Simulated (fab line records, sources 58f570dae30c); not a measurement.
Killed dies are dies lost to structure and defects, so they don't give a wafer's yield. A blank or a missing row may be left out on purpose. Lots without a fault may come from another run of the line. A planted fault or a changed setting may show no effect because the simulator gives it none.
One fault seen from 2 desks | flow berkeley_cmos170 | each desk has only its own numbers; what lay behind them comes last

THE METROLOGY DESK
What the gauges read, lot by lot, whatever tool the lot ran on: means of the sampled wafers that have a number. A lot is out of limits, marked OUT, if its mean lies more than 4 standard deviations from the usual mean; the brackets give that distance.
Columns: A = SACOX_OXIDE_THK at UCB170_SACOX_THK_MEAS_02, usual 14.39 nm; B = PSD_RS at UCB170_SDANNEAL_RS_MEAS_02, usual 75.58 ohm/sq; C = NSD_RS at UCB170_SDANNEAL_RS_MEAS_03, usual 37.29 ohm/sq; D = PLDD_RS at UCB170_SDANNEAL_RS_MEAS_04, usual 1032.3 ohm/sq
lot  | first seen here | A     | B                        | C               | D
L386 | day 4 23:38     | 14.68 | 75.91                    | 37.25           | 1031.7
L387 | day 5 09:41     | 14.51 | 75.53                    | 37.33           | 1031.4
L389 | day 5 09:45     | 14.48 | 75.97                    | 37.48           | 1034.9
L390 | day 5 22:18     | 14.23 | 75.57                    | 37.34           | 1034.5
L392 | day 5 22:20     | 14.16 | 75.91                    | 37.35           | 1038.0
L391 | day 6 07:57     | 14.15 | 75.70                    | 37.26           | 1033.0
L393 | day 6 07:57     | 13.82 | 75.68                    | 37.21           | 1032.1
L395 | day 6 16:12     | 14.65 | 75.57                    | 37.24           | 1031.1
L399 | day 7 20:08     | 14.15 | 75.32                    | 37.25           | 1031.7
L402 | day 8 08:52     | 14.53 | 104.84 (+99 or more) OUT | 40.58 (+40) OUT | 1051.1 (+7.2) OUT
L404 | day 8 13:07     | 14.35 | 105.25 (+99 or more) OUT | 40.74 (+42) OUT | 1048.5 (+6.2) OUT
L405 | day 9 06:23     | 14.51 | 104.86 (+99 or more) OUT | 40.71 (+41) OUT | 1045.5 (+5.1) OUT
L406 | day 9 06:25     | 14.61 | 75.70                    | 37.25           | 1031.1
L407 | day 9 17:02     | 14.18 | 75.62                    | 37.28           | 1030.6
This desk's finding: out of limits on L402, L404, L405; first on L402, day 10 01:08 (PSD_RS at UCB170_SDANNEAL_RS_MEAS_02). In limits: L386, L387, L389, L390, L392, L391, L393, L395, L399, L406, L407.

THE TOOL OWNER'S DESK: rtp_anneal-02
The tool's own readings at UCB170_SDANNEAL_RTA_01 (time 5 s): means of the sampled wafers that have a number, for each lot that ran on this tool. A lot is out of limits, marked OUT, if its mean lies more than 4 standard deviations from the usual mean; the brackets give that distance.
Columns: A = anneal_temp_c_max at UCB170_SDANNEAL_RTA_01, usual 1054.7; B = lamp_power_pct at UCB170_SDANNEAL_RTA_01, usual 32.7 %; C = wafer_temp_C_max at UCB170_SDANNEAL_RTA_01, usual 1054.2
lot  | first seen here | A      | B    | C
L386 | day 6 17:04     | 1056.0 | 30.2 | 1054.0
L387 | day 6 22:03     | 1054.8 | 30.2 | 1054.2
L389 | day 6 22:18     | 1054.6 | 30.2 | 1054.3
L390 | day 7 21:14     | 1056.4 | 30.2 | 1053.4
L391 | day 8 03:21     | 1054.5 | 30.2 | 1052.8
L402 | day 10 01:02    | 1055.0 | 30.3 | 1053.1
L404 | day 10 06:53    | 1055.3 | 30.3 | 1054.2
L405 | day 10 19:35    | 1055.2 | 30.3 | 1053.4
This desk's finding: nothing out of limits on any of the 8 lots.

PUT TOGETHER
The metrology desk could have raised an alarm at day 10 01:08, on L402, L404, L405.
The tool owner's desk saw nothing out of limits.
The tool owner's desk has L402, L404, L405 on record, within its limits.
Of the lots named, all ran UCB170_SDANNEAL_RTA_01 on rtp_anneal-02.

WHAT THE SIMULATOR HAD PUT IN
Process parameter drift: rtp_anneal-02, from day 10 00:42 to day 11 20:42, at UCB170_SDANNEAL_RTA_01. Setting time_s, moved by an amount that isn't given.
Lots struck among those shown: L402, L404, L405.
Hours from the fault's start to each desk's first reading out of limits: the metrology desk, 0.
